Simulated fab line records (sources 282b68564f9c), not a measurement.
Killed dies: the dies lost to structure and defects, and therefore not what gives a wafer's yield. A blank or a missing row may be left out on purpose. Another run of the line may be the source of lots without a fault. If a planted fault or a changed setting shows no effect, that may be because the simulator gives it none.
Which tool is to blame?	flow ritCmos	14 lots, 42 wafers sampled, at 5 steps of a route of 202

== WHAT THE GAUGES SHOWED, per wafer ==
RIT_NLDD_OVL_MEAS_06. Usual: for NLDD_OVL the level is 0.1 nm and the standard deviation is 1.7.
lot	measured	on	NLDD_OVL (nm)	flag
L632	day 2 17:41	overlay-01	1.3 2.0 0.0	
L633	day 3 00:19	overlay-02	-0.1 -1.7 2.0	
L634	day 3 03:40	overlay-01	-2.3 -0.7 -0.4	
L635	day 3 08:02	overlay-02	-2.8 -1.2 -3.5	
L637	day 3 19:02	overlay-01	-2.8 -0.5 -1.4	
L639	day 4 03:57	overlay-02	1.7 1.1 1.0	
L642	day 4 19:22	overlay-02	-2.1 -2.5 -3.0	
L643	day 5 01:14	overlay-01	-0.4 0.3 -0.5	
L644	day 5 06:28	overlay-01	0.0 1.3 1.3	
L649	day 6 07:12	overlay-01	2.8 2.1 1.5	
L651	day 6 16:46	overlay-02	0.7 0.0 -0.4	
L653	day 7 01:55	overlay-02	0.9 -2.8 0.4	
L654	day 7 07:55	overlay-02	0.1 -2.4 -0.9	
L655	day 7 11:42	overlay-01	1.3 0.4 1.9	

RIT_NSD_TW_MEAS_10. Usual: for NSD_TW the level is 3101 and the standard deviation is 27.
lot	measured	on	NSD_TW	flag
L632	day 2 23:42	filmMetro-04	3097 3095 3084	
L633	day 3 06:37	filmMetro-02	3093 3085 3091	
L634	day 3 09:32	filmMetro-02	3090 3063 3093	
L635	day 3 14:42	filmMetro-04	3101 3083 3108	
L637	day 4 01:01	filmMetro-02	3064 3077 3079	
L639	day 4 09:57	filmMetro-04	3114 3111 3118	
L642	day 5 01:28	filmMetro-04	3112 3113 3119	
L643	day 5 07:26	filmMetro-02	3059 3066 3077	
L644	day 5 12:37	filmMetro-02	3071 3046 3075	
L649	day 6 13:25	filmMetro-02	2796 2788 2805	OFF
L651	day 6 22:44	filmMetro-03	2863 2855 2855	OFF
L653	day 7 08:08	filmMetro-03	3122 3122 3125	
L654	day 7 13:53	filmMetro-02	3081 3081 3099	
L655	day 7 17:40	filmMetro-03	3132 3126 3118	

RIT_SDANNEAL_RS_MEAS_05: uses a four-point probe to measure. Usual: for NSD_RS the level is 84.53 ohm/sq and the standard deviation is 0.27.
lot	measured	on	NSD_RS (ohm/sq)	flag
L632	day 3 01:54	filmMetro-02	84.23 84.52 84.58	
L633	day 3 08:59	filmMetro-03	84.83 84.43 84.64	
L634	day 3 11:34	filmMetro-04	84.43 84.66 84.65	
L635	day 3 16:44	filmMetro-04	84.78 84.96 84.98	
L637	day 4 03:03	filmMetro-04	84.21 84.20 84.25	
L639	day 4 12:00	filmMetro-04	84.48 84.53 84.90	
L642	day 5 03:37	filmMetro-02	84.24 84.11 84.24	
L643	day 5 09:38	filmMetro-04	84.66 84.70 84.52	
L644	day 5 14:49	filmMetro-04	84.53 84.86 84.52	
L649	day 6 15:28	filmMetro-03	87.61 87.45 87.48	OFF
L651	day 7 00:54	filmMetro-02	87.22 87.32 87.54	OFF
L653	day 7 10:17	filmMetro-02	84.73 84.59 84.38	
L654	day 7 15:55	filmMetro-02	84.89 84.47 84.72	
L655	day 7 19:51	filmMetro-02	84.88 84.83 84.91	

== WHICH TOOL RAN EACH LOT (tool, then ch and the chambers of the sampled wafers, then the start) ==
lot	RIT_NSD_IMPLANT_08	RIT_NSD_STRIP_09
L632	implanter-01 ch 0, day 2 23:23	plasmaAsher-04 ch 0,1, day 2 23:31
L633	implanter-01 ch 0, day 3 06:19	plasmaAsher-03 ch 0,1, day 3 06:26
L634	implanter-04 ch 0, day 3 09:13	plasmaAsher-03 ch 0,1, day 3 09:22
L635	implanter-02 ch 0, day 3 14:22	plasmaAsher-04 ch 0,1, day 3 14:31
L637	implanter-04 ch 0, day 4 00:42	plasmaAsher-04 ch 0,1, day 4 00:51
L639	implanter-01 ch 0, day 4 09:38	plasmaAsher-03 ch 1, day 4 09:47
L642	implanter-02 ch 0, day 5 01:08	plasmaAsher-04 ch 0,1, day 5 01:17
L643	implanter-02 ch 0, day 5 07:06	plasmaAsher-03 ch 0,1, day 5 07:15
L644	implanter-01 ch 0, day 5 12:20	plasmaAsher-02 ch 0,1, day 5 12:29
L649	implanter-01 ch 0, day 6 13:07	plasmaAsher-02 ch 1, day 6 13:14
L651	implanter-01 ch 0, day 6 22:25	plasmaAsher-03 ch 0,1, day 6 22:34
L653	implanter-02 ch 0, day 7 07:49	plasmaAsher-04 ch 0,1, day 7 07:58
L654	implanter-02 ch 0, day 7 13:34	plasmaAsher-03 ch 0, day 7 13:42
L655	implanter-04 ch 0, day 7 17:20	plasmaAsher-02 ch 0,1, day 7 17:29
- RIT_NSD_IMPLANT_08
- RIT_NSD_STRIP_09: strips in O2, time 180 s.

== WHAT THE TOOLS THEMSELVES READ (means of the sampled wafers that have a number; where no wafer has one, the mark that the record gives instead) ==
RIT_NSD_IMPLANT_08. Usual: beamEnergyKeV 25.000, standard deviation 0.0079; doseIonsCm2 9.999e+14, standard deviation 1.3e+12.
lot	tool	beamEnergyKeV	doseIonsCm2	flag
L632	implanter-01	24.995	1.002e+15	
L633	implanter-01	24.993	1.000e+15	
L634	implanter-04	24.986	9.994e+14	
L635	implanter-02	24.998	9.997e+14	
L637	implanter-04	25.005	1.000e+15	
L639	implanter-01	25.000	9.998e+14	
L642	implanter-02	24.999	1.000e+15	
L643	implanter-02	24.992	1.001e+15	
L644	implanter-01	24.991	1.002e+15	
L649	implanter-01	17.503	1.001e+15	OFF
L651	implanter-01	17.508	9.995e+14	OFF
L653	implanter-02	24.999	9.991e+14	
L654	implanter-02	25.001	9.993e+14	
L655	implanter-04	24.999	1.001e+15	

RIT_NSD_STRIP_09. Usual: drypumpMotorCurrentA 5.6 A, standard deviation 0.39; o2FlowSccm 4001 sccm, standard deviation 11.
lot	tool	drypumpMotorCurrentA (A)	o2FlowSccm (sccm)	flag
L632	plasmaAsher-04	5.2	4007	
L633	plasmaAsher-03	5.7	3991	
L634	plasmaAsher-03	5.7	4004	
L635	plasmaAsher-04	5.2	3989	
L637	plasmaAsher-04	5.2	4000	
L639	plasmaAsher-03	5.5	4011	
L642	plasmaAsher-04	5.4	3998	
L643	plasmaAsher-03	5.8	3992	
L644	plasmaAsher-02	5.8	4016	
L649	plasmaAsher-02	5.8	4005	
L651	plasmaAsher-03	5.7	4001	
L653	plasmaAsher-04	5.2	4006	
L654	plasmaAsher-03	6.1	4000	
L655	plasmaAsher-02	5.9	3998	

== THE ANSWER, worked out from the rows above alone ==
Rule: a lot counts as off when the mean over its wafers that have a number is more than 3 standard deviations away from the usual mean. Also off: a lot with no number at a reading for which 4 or more lots have one. All remaining lots with rows at the step are treated as sound. After the gauges, taken in route order, come the tools' own readings; for these a lot's mean is taken, as printed above. At the first step where some lot is off, the reading lying furthest off is the one used; lots without a number count as furthest.
Off: L649, L651, seen at RIT_NSD_TW_MEAS_10 (NSD_TW).
A tool fits if, at a process step before that reading, it ran every lot that is off, and no sound lot after the first of them. The gauges at RIT_NSD_TW_MEAS_10 aren't tried: what is off there is off at RIT_NSD_IMPLANT_08 too, on other tools, and a gauge's error can't cause that. One fits: RIT_NSD_IMPLANT_08 on implanter-01. Its last sound lot is L644 (day 5 12:20), its first lot that is off L649 (day 6 13:07): a fault that began between those two fits.
The tool's own readings at RIT_NSD_IMPLANT_08 bear it out: on the lots that are off they differ by more than 5 times the standard deviation of the sound lots' means. beamEnergyKeV reads 17.505 there against 24.997 on the sound lots.

== WHAT THE SIMULATOR HAD PUT IN ==
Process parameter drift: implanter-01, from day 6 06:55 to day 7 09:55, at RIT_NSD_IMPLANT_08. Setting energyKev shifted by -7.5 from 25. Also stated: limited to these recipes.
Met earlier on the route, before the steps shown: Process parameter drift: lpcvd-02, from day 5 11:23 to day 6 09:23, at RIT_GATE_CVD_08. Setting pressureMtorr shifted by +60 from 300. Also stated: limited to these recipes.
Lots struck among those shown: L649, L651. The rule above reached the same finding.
